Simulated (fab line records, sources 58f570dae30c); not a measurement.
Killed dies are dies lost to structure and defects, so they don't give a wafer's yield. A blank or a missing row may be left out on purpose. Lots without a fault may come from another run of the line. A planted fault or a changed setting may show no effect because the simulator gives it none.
fab line records | flow berkeley_cmos170 | part 2 of 2: steps 32 to 39 of 39
record lots=5 wafers=15 last_day=12
route steps=331 shown NWELL@17 PWELL@34 WELLDRIVE@55
lots that met no fault: from a run of the same line without faults
start_h: hours from the record's first day to the start of the lot's first wafer shown | wait_h: hours since the lot's step before | " the same as in the row above | L1.1+2: a row that stands for several wafers | - no value, or no start given | * or withheld: withheld | < > ~ a bound
route shown NAME@n: a module of which the file shows steps, and the number in the route of the first | usual: mean/standard deviation of fault-free wafers | same: alike in all rows | chamber/n: place in a boat | sites: the reading at each site | _std_site: their standard deviation | _edge_site: outer sites' mean less inner sites' | radius_mm: how far each site lies from the wafer's centre | mask NAME#n: copy n | behind: the tool/chamber that last shaped the wafer | hold: why the lot was held/for how many hours/how that ended | device: the transistor (n, p or np) that didn't switch | end of line: the same wafers' tests at the end of the route | a step without rows: its recipe alone | killed: dies lost to structure and defects at the first sort, not the wafer's yield | map: a wafer's dies, x killed, . not, _ none there
set.NAME: the setting as run; set.NAME@STEP: as run at that earlier step | model.NAME: the simulator's own value behind a step, which no gauge read
lots at some steps of the route; a table a step, a row a wafer
services: from which hour (start_h, from the record's first day; less than 0 if before it) a tool's chamber was out of use, for how many hours, and why
## steps
# step UCB170_PWELL_ETCH_14
# recipe chemistry=CH3F/Ar/O2 target=Si3N4 stop_on=SiO2 CH3F_flow_sccm=20 Ar_flow_sccm=50 O2_flow_sccm=7 pressure_mtorr=50 rf_w=450 target_depth_a=2420 over_etch_frac=0.1 time_s=151
# usual O2_flow_sccm=6.998/0.02 drypump_motor_current_A=5.8/0.5 oes_product_au=0.936/0.014 rf_fwd_power_W=448.5/1.7 throttle_valve_pct=8.06/0.14
# columns lot.wafer tool chamber start_h wait_h O2_flow_sccm drypump_motor_current_A oes_product_au rf_fwd_power_W rf_hours_counter_h throttle_valve_pct
L080.1 rie_diel-01 0 85.03 0.0 6.986 5.0 0.939 448.6 1 7.87
L080.3 " 3 " " 6.990 5.5 0.907 446.3 77 8.24
L080.5 " 0 " " 7.011 5.0 0.921 449.9 - 7.89
L081.1 rie_diel-01 2 93.07 0.0 6.992 4.9 0.929 447.0 16 8.19
L081.3 " 0 " " 6.987 5.0 0.922 447.8 2 7.88
L081.6 " 3 " " 6.992 5.5 0.903 449.0 - 8.23
L082.3 rie_diel-03 0 99.05 0.0 6.987 5.7 0.940 448.0 57 7.96
L082.5 " 1 " " 7.031 6.8 0.948 449.5 - 8.04
L082.6 " 0 " " 6.999 5.8 0.953 448.8 - 7.97
L084.3 rie_diel-01 3 109.34 0.0 7.000 5.5 0.910 448.3 79 8.24
L084.4 " 1 " " 6.991 5.8 0.914 445.1 87 7.97
L084.6 " 2 " " 7.033 5.0 0.941 448.7 - 8.22
L092.2 rie_diel-04 3 147.01 0.0 6.978 5.4 0.907 445.4 79 8.23
L092.5 " 0 " " 6.983 6.3 0.938 451.2 - 8.10
L092.6 " 3 " " 6.995 5.4 0.909 445.8 - 8.24
# step UCB170_PWELL_IMPLANT_15
# recipe species=B dose_cm2=5e+12 energy_kev=60 tilt_deg=7
# usual beam_energy_keV=59.999/0.019 end_station_pressure_torr=5.05e-06/2.3e-07
# columns lot.wafer tool chamber start_h wait_h beam_energy_keV end_station_pressure_torr
L080.1 implanter-04 0 85.13 0.1 60.006 5.04e-06
L080.3 " 0 " " 59.983 4.67e-06
L080.5 " 0 " " 59.997 5.26e-06
L081.1 implanter-02 0 93.17 0.1 59.998 4.61e-06
L081.3 " 0 " " 59.983 5.13e-06
L081.6 " 0 " " 60.017 5.03e-06
L082.3 implanter-04 0 99.20 0.1 59.957 4.76e-06
L082.5 " 0 " " 59.957 4.87e-06
L082.6 " 0 " " 60.001 5.13e-06
L084.3 implanter-02 0 109.49 0.1 60.020 4.56e-06
L084.4 " 0 " " 59.990 5.32e-06
L084.6 " 0 " " 60.001 4.79e-06
L092.2 implanter-04 0 147.13 0.1 59.963 5.22e-06
L092.5 " 0 " " 59.944 4.75e-06
L092.6 " 0 " " 59.974 4.92e-06
# step UCB170_PWELL_STRIP_16
# recipe chemistry=O2 power_w=400 pressure_mtorr=3500 platen_temp_c=withheld o2_flow_sccm=400 overash_fraction=0.5
# usual drypump_motor_current_A=5.6/0.48 oes_product_au=0.721/0.0049 strip_time_to_endpoint_s=18.10/0.086
# columns lot.wafer tool chamber start_h wait_h drypump_motor_current_A oes_product_au rf_hours_counter_h strip_time_to_endpoint_s
L080.1 plasma_asher-01 1 85.28 0.1 6.0 0.723 32 18.06
L080.3 " 1 " " 6.0 0.729 - 18.04
L080.5 " 1 " " 6.0 0.717 - 18.14
L081.1 plasma_asher-04 1 93.32 0.1 5.3 0.716 29 18.08
L081.3 " 0 " " 4.9 0.716 - 18.14
L081.6 " 0 " " 4.9 0.734 - 18.06
L082.3 plasma_asher-02 1 99.33 0.1 5.9 0.718 - 18.13
L082.5 " 1 " " 5.9 0.718 - 18.16
L082.6 " 0 " " 5.5 0.717 - 18.12
L084.3 plasma_asher-02 0 109.62 0.1 5.5 0.725 - 18.08
L084.4 " 1 " " 6.0 0.721 - 17.95
L084.6 " 0 " " 5.5 0.720 - 18.08
L092.2 plasma_asher-02 0 147.26 0.1 5.6 0.725 42 18.15
L092.5 " 1 " " 5.9 0.720 - 18.17
L092.6 " 0 " " 5.6 0.718 - 18.15
# step UCB170_PWELL_TW_MEAS_17
# usual PWELL_TW=382/3.2
# columns lot.wafer tool chamber start_h wait_h PWELL_TW
L080.1 film_metro-03 - 85.38 0.1 383
L080.3 " - " " 381
L080.5 " - " " 381
L081.1 film_metro-03 - 93.42 0.1 383
L081.3 " - " " 380
L081.6 " - " " 380
L082.3 film_metro-02 - 99.42 0.1 381
L082.5 " - " " 382
L082.6 " - " " 381
L084.3 film_metro-03 - 109.71 0.1 381
L084.4 " - " " 380
L084.6 " - " " 380
L092.2 film_metro-02 - 147.37 0.1 380
L092.5 " - " " 380
L092.6 " - " " 380
# step UCB170_PWELL_CLEAN_18
# recipe chemistry=SPM temp_c=120 time_s=600
# usual temp_c=120.03/0.14
# columns lot.wafer tool chamber start_h wait_h temp_c
L080.1 wet_bench-04 2 85.44 0.1 119.87
L080.3 " 2 " " 119.83
L080.5 " 2 " " 119.81
L081.1 wet_bench-02 3 93.50 0.1 119.99
L081.3 " 3 " " 120.21
L081.6 " 3 " " 120.07
L082.3 wet_bench-02 0 99.54 0.1 120.30
L082.5 " 0 " " 120.21
L082.6 " 0 " " 120.22
L084.3 wet_bench-01 3 109.75 0.0 119.87
L084.4 " 3 " " 120.08
L084.6 " 3 " " 119.97
L092.2 wet_bench-02 1 147.59 0.2 119.86
L092.5 " 1 " " 120.20
L092.6 " 1 " " 119.78
# step UCB170_PWELL_WET_ETCH_19
# recipe chemistry=H3PO4 target=Si3N4 temp_c=160 time_s=14400
# usual temp_c=160.01/0.15
# columns lot.wafer tool chamber start_h wait_h temp_c
L080.1 wet_bench-04 1 85.62 0.0 160.12
L080.3 " 1 " " 159.99
L080.5 " 1 " " 160.03
L081.1 wet_bench-02 3 93.69 0.0 159.99
L081.3 " 3 " " 160.08
L081.6 " 3 " " 160.20
L082.3 wet_bench-01 1 99.82 0.1 159.81
L082.5 " 1 " " 159.92
L082.6 " 1 " " 159.78
L084.3 wet_bench-01 1 109.94 0.0 159.98
L084.4 " 1 " " 159.98
L084.6 " 1 " " 159.96
L092.2 wet_bench-02 0 147.94 0.2 159.72
L092.5 " 0 " " 159.87
L092.6 " 0 " " 159.84
# step UCB170_PWELL_WET_ETCH_20
# recipe chemistry=BOE dilution=5:1 target=SiO2 temp_c=25 time_s=22
# usual temp_c=24.99/0.11
# columns lot.wafer tool chamber start_h wait_h temp_c
L080.1 wet_bench-01 2 89.62 0.0 24.86
L080.3 " 2 " " 24.80
L080.5 " 2 " " 24.84
L081.1 wet_bench-02 3 98.90 0.8 24.96
L081.3 " 3 " " 24.96
L081.6 " 3 " " 24.94
L082.3 wet_bench-01 0 103.83 0.0 24.94
L082.5 " 0 " " 24.88
L082.6 " 0 " " 24.91
L084.3 wet_bench-02 3 114.31 0.0 24.89
L084.4 " 3 " " 24.95
L084.6 " 3 " " 24.97
L092.2 wet_bench-04 0 151.95 0.0 24.88
L092.5 " 0 " " 24.97
L092.6 " 0 " " 25.06
# step UCB170_WELLDRIVE_CLEAN_00
# recipe chemistry=SPM temp_c=120 time_s=600
# usual temp_c=119.96/0.14
# columns lot.wafer tool chamber start_h wait_h temp_c
L080.1 wet_bench-04 3 89.64 0.0 120.09
L080.3 " 3 " " 120.09
L080.5 " 3 " " 120.25
L081.1 wet_bench-02 0 98.91 0.0 120.08
L081.3 " 0 " " 120.27
L081.6 " 0 " " 119.86
L082.3 wet_bench-01 1 104.04 0.2 120.18
L082.5 " 1 " " 119.80
L082.6 " 1 " " 119.77
L084.3 wet_bench-01 3 114.33 0.0 120.02
L084.4 " 3 " " 120.03
L084.6 " 3 " " 120.19
L092.2 wet_bench-01 0 151.97 0.0 119.96
L092.5 " 0 " " 119.87
L092.6 " 0 " " 119.90
## services
# columns tool chamber start_h hours kind
plasma_asher-01 - 32.86 2.8 pm
rie_diel-01 0 34.15 4.7 repair
implanter-03 - 40.66 3.1 repair
rie_diel-04 1 43.10 6.0 repair
rie_diel-03 2 43.90 9.1 repair
furnace-02 - 51.18 3.8 pm
rie_diel-03 - 53.62 0.8 repair
implanter-02 - 56.27 1.8 repair
furnace-02 - 68.07 3.4 pm
furnace-04 - 72.43 4.4 pm
plasma_asher-02 - 78.35 0.6 repair
implanter-02 - 78.51 3.2 repair
implanter-03 - 88.15 2.2 pm
krf_scanner-01 - 91.47 1.0 pm
krf_scanner-01 - 108.98 4.0 pm
rie_diel-01 - 113.33 0.4 repair
lpcvd-01 - 115.34 1.2 repair
lpcvd-01 - 122.30 14.6 pm
rie_diel-03 3 122.52 2.5 repair
plasma_asher-02 - 122.67 1.1 repair
krf_scanner-02 - 124.79 3.6 pm
implanter-04 - 136.38 4.1 pm
krf_scanner-02 - 139.74 17.3 repair
implanter-02 - 145.18 2.4 repair
